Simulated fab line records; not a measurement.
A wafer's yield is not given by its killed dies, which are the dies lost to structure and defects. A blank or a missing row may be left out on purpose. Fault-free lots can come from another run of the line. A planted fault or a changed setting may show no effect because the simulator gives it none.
Which tool is to blame?    flow berkeley cmos170    Sampling: 14 lots, 42 wafers, 5 of 331 route steps

== WHAT THE GAUGES READ, wafer by wafer ==
UCB170_V1_CD_MEAS_90 targets a cd of 700 nm. Usual: cd nm reads 700.1 nm (standard deviation 1.2).
lot   measured      on         cd nm (nm)         flag
L628  day 9 15:01   cd sem-02  699.8 701.0 701.2  
L627  day 9 17:06   cd sem-02  699.1 697.7 697.8  
L630  day 10 00:40  cd sem-02  700.6 700.4 699.8  
L631  day 10 01:20  cd sem-02  699.5 699.9 697.9  
L633  day 10 11:58  cd sem-02  701.2 700.5 700.9  
L632  day 10 13:20  cd sem-02  700.9 701.7 701.8  
L634  day 10 23:23  cd sem-01  700.0 700.7 699.7  
L636  day 11 01:16  cd sem-02  701.0 699.6 699.8  
L640  day 12 01:34  cd sem-02  701.7 700.6 701.4  
L639  day 12 03:42  cd sem-02  698.8 699.0 699.1  
L638  day 12 03:50  cd sem-02  699.7 698.2 698.8  
L644  day 12 19:56  cd sem-02  700.2 699.8 699.3  
L646  day 13 12:40  cd sem-02  700.7 701.7 700.4  
L647  day 14 08:31  cd sem-02  699.3 699.7 698.5  

UCB170_V2_CD_MEAS_90 targets a cd of 700 nm. Usual: cd nm reads 700.2 nm (standard deviation 1.4).
lot   measured      on         cd nm (nm)         flag
L628  day 9 21:31   cd sem-02  700.5 700.7 700.9  
L627  day 10 00:11  cd sem-02  700.3 700.6 700.9  
L630  day 10 06:17  cd sem-02  701.5 702.8 701.5  
L631  day 10 06:38  cd sem-02  699.8 701.0 701.9  
L633  day 10 17:14  cd sem-02  700.8 698.2 700.6  
L632  day 10 18:37  cd sem-02  699.0 699.3 699.0  
L634  day 11 04:31  cd sem-02  701.7 701.2 702.6  
L636  day 11 06:58  cd sem-02  - - -              OFF
L640  day 12 07:42  cd sem-02  - - -              OFF
L639  day 12 08:53  cd sem-01  - - -              OFF
L638  day 12 09:14  cd sem-02  699.3 698.2 699.4  
L644  day 13 02:59  cd sem-02  700.2 700.5 700.5  
L646  day 13 20:08  cd sem-02  703.0 703.0 701.5  
L647  day 14 14:02  cd sem-02  699.7 700.8 699.9  

== EACH LOT AND THE TOOL THAT RAN IT (in order: tool; ch and the chambers of the sampled wafers; start) ==
lot   UCB170_M2_ETCH_17                   UCB170_V2_ETCH_14                   UCB170_V2_STRIP_15
L628  rie diel-03 ch 0,2, day 9 17:29     rie diel-03 ch 0,2,3, day 9 21:08   plasma asher-04 ch 0,1, day 9 21:19
L627  rie diel-02 ch 0,1,2, day 9 20:42   rie diel-02 ch 0,3, day 9 23:48     plasma asher-02 ch 0,1, day 9 23:59
L630  rie diel-02 ch 0,1,3, day 10 03:19  rie diel-01 ch 0,1,3, day 10 05:59  plasma asher-01 ch 0,1, day 10 06:10
L631  rie diel-02 ch 0,2, day 10 03:58    rie diel-02 ch 1,3, day 10 06:19    plasma asher-04 ch 0,1, day 10 06:31
L633  rie diel-02 ch 0,1,3, day 10 14:17  rie diel-02 ch 1,2,3, day 10 16:57  plasma asher-01 ch 0,1, day 10 17:08
L632  rie diel-04 ch 0,2,3, day 10 15:37  rie diel-01 ch 2,3, day 10 18:18    plasma asher-04 ch 0,1, day 10 18:31
L634  rie diel-04 ch 1,2, day 11 01:43    rie diel-03 ch 0,1, day 11 04:14    plasma asher-01 ch 0,1, day 11 04:25
L636  rie diel-02 ch 0,1,3, day 11 03:42  rie diel-03 ch 0,1,2, day 11 06:41  plasma asher-04 ch 0, day 11 06:52
L640  rie diel-02 ch 1,2, day 12 05:07    rie diel-01 ch 2,3, day 12 07:25    plasma asher-02 ch 0,1, day 12 07:36
L639  rie diel-04 ch 0,2,3, day 12 06:07  rie diel-03 ch 1,3, day 12 08:34    plasma asher-02 ch 0,1, day 12 08:47
L638  rie diel-03 ch 1,2,3, day 12 06:28  rie diel-02 ch 1,2, day 12 08:58    plasma asher-01 ch 0,1, day 12 09:08
L644  rie diel-04 ch 0,1,2, day 13 00:08  rie diel-02 ch 2,3, day 13 02:41    plasma asher-01 ch 0,1, day 13 02:52
L646  rie diel-03 ch 0,1,2, day 13 15:46  rie diel-01 ch 1,3, day 13 19:52    plasma asher-02 ch 0,1, day 13 20:02
L647  rie diel-04 ch 0,1, day 14 11:16    rie diel-01 ch 0,1,2, day 14 13:46  plasma asher-04 ch 1, day 14 13:56
- UCB170_M2_ETCH_17: etches BARC in N2/H2.
- UCB170_V2_ETCH_14: etches SiO2 in CHF3/CF4/Ar, stops on Al, target depth 1250 nm, time 291 s.
- UCB170_V2_STRIP_15: strips in O2.

== AS READ BY THE TOOLS THEMSELVES (means over the sampled wafers that have a number; for cases with no such wafer, the mark the record gives instead) ==
UCB170_M2_ETCH_17. Usual: bias w 100.0 W, standard deviation 0.31; chamber pressure mTorr 30.00 mTorr, standard deviation 0.033; drypump motor current A 5.7 A, standard deviation 0.51; oes product au 1.004 a.u., standard deviation 0.013; throttle valve pct 13.22 %, standard deviation 0.17.
lot   tool         bias w (W)  chamber pressure mTorr (mTorr)  drypump motor current A (A)  oes product au (a.u.)  throttle valve pct (%)  flag
L628  rie diel-03  100.2       29.99                           5.5                          0.995                  13.13                   
L627  rie diel-02  100.1       29.97                           5.8                          1.002                  13.30                   
L630  rie diel-02  99.9        30.03                           5.9                          1.011                  13.14                   
L631  rie diel-02  99.9        30.03                           5.7                          0.999                  13.25                   
L633  rie diel-02  100.0       29.99                           5.9                          1.014                  13.13                   
L632  rie diel-04  99.9        30.00                           6.1                          1.003                  13.18                   
L634  rie diel-04  99.8        30.02                           5.5                          1.002                  13.16                   
L636  rie diel-02  99.9        30.01                           5.9                          1.008                  13.15                   
L640  rie diel-02  99.9        30.00                           6.0                          1.009                  13.45                   
L639  rie diel-04  99.8        29.99                           6.1                          1.000                  13.18                   
L638  rie diel-03  100.2       30.00                           5.1                          1.002                  13.19                   
L644  rie diel-04  99.9        30.00                           5.6                          0.995                  13.12                   
L646  rie diel-03  99.9        30.02                           5.4                          0.999                  13.21                   
L647  rie diel-04  100.1       30.00                           5.7                          0.990                  13.08                   

UCB170_V2_ETCH_14. Usual: CHF3_flow_sccm 45.01 sccm, standard deviation 0.13; cf4 flow sccm 14.99 sccm, standard deviation 0.043; drypump motor current A 5.9 A, standard deviation 0.48; oes product au 0.876 a.u., standard deviation 0.011; throttle valve pct 6.93 %, standard deviation 0.11.
lot   tool         CHF3_flow_sccm (sccm)  cf4 flow sccm (sccm)  drypump motor current A (A)  oes product au (a.u.)  throttle valve pct (%)  flag
L628  rie diel-03  45.06                  14.94                 5.3                          0.877                  6.89                    
L627  rie diel-02  45.21                  15.01                 5.8                          0.877                  6.81                    
L630  rie diel-01  44.96                  14.97                 6.2                          0.867                  6.98                    
L631  rie diel-02  45.08                  14.99                 6.0                          0.880                  6.88                    
L633  rie diel-02  44.93                  15.03                 6.1                          0.883                  6.96                    
L632  rie diel-01  45.16                  15.00                 6.0                          0.873                  6.86                    
L634  rie diel-03  44.98                  14.99                 5.4                          0.876                  6.93                    
L636  rie diel-03  -                      -                     -                            -                      -                       OFF
L640  rie diel-01  -                      -                     -                            -                      -                       OFF
L639  rie diel-03  -                      -                     -                            -                      -                       OFF
L638  rie diel-02  44.80                  15.05                 6.0                          0.879                  6.98                    
L644  rie diel-02  44.96                  14.98                 6.2                          0.891                  6.95                    
L646  rie diel-01  45.03                  14.99                 5.9                          0.864                  7.02                    
L647  rie diel-01  44.95                  15.01                 6.2                          0.867                  7.00                    

UCB170_V2_STRIP_15. Usual: drypump motor current A 6.13 A, standard deviation 0.23; o2 flow sccm 400.2 sccm, standard deviation 1.2; oes product au 0.721 a.u., standard deviation 0.0047; strip time to endpoint s 15.31 s, standard deviation 0.089.
lot   tool             drypump motor current A (A)  o2 flow sccm (sccm)  oes product au (a.u.)  strip time to endpoint s (s)  flag
L628  plasma asher-04  6.25                         400.1                0.723                  15.32                         
L627  plasma asher-02  5.88                         398.3                0.724                  15.26                         
L630  plasma asher-01  6.25                         400.2                0.721                  15.23                         
L631  plasma asher-04  6.16                         400.6                0.720                  15.16                         
L633  plasma asher-01  6.27                         400.0                0.718                  15.41                         
L632  plasma asher-04  6.24                         400.4                0.714                  15.31                         
L634  plasma asher-01  6.28                         401.4                0.721                  15.36                         
L636  plasma asher-04  6.37                         402.2                0.732                  21.71                         OFF
L640  plasma asher-02  5.87                         399.7                0.735                  21.66                         OFF
L639  plasma asher-02  5.87                         401.4                0.735                  21.65                         OFF
L638  plasma asher-01  6.26                         399.6                0.718                  15.32                         
L644  plasma asher-01  6.24                         400.6                0.723                  15.35                         
L646  plasma asher-02  5.87                         400.8                0.720                  15.23                         
L647  plasma asher-04  6.04                         398.9                0.724                  15.30                         

== THE ANSWER, worked out from the rows above alone ==
Rule: a lot is off if the mean of its wafers that have a number lies more than 3 standard deviations from the usual mean. A lot without any number at a reading at which 4 lots or more have one is off too. The other lots that the step has rows for count as sound. Order of review: gauges by route order, followed by the tools' own readings, for which a lot's mean as printed above is used. At the first step where some lot is off, the reading lying furthest off is the one used; lots without a number count as furthest.
Off at UCB170_V2_CD_MEAS_90 (cd nm): L636, L640, L639. Without a number there: L636, L640, L639.
If a tool, at a process step before that reading, ran all the lots that are off and no sound lot after the first of them, it fits. The gauges at UCB170_V2_CD_MEAS_90 aren't tried: what is off there is off at UCB170_V2_ETCH_14 too, on other tools, and a gauge's error can't cause that. Of those tried, none fits.

== WHAT HAD BEEN PUT IN BY THE SIMULATOR ==
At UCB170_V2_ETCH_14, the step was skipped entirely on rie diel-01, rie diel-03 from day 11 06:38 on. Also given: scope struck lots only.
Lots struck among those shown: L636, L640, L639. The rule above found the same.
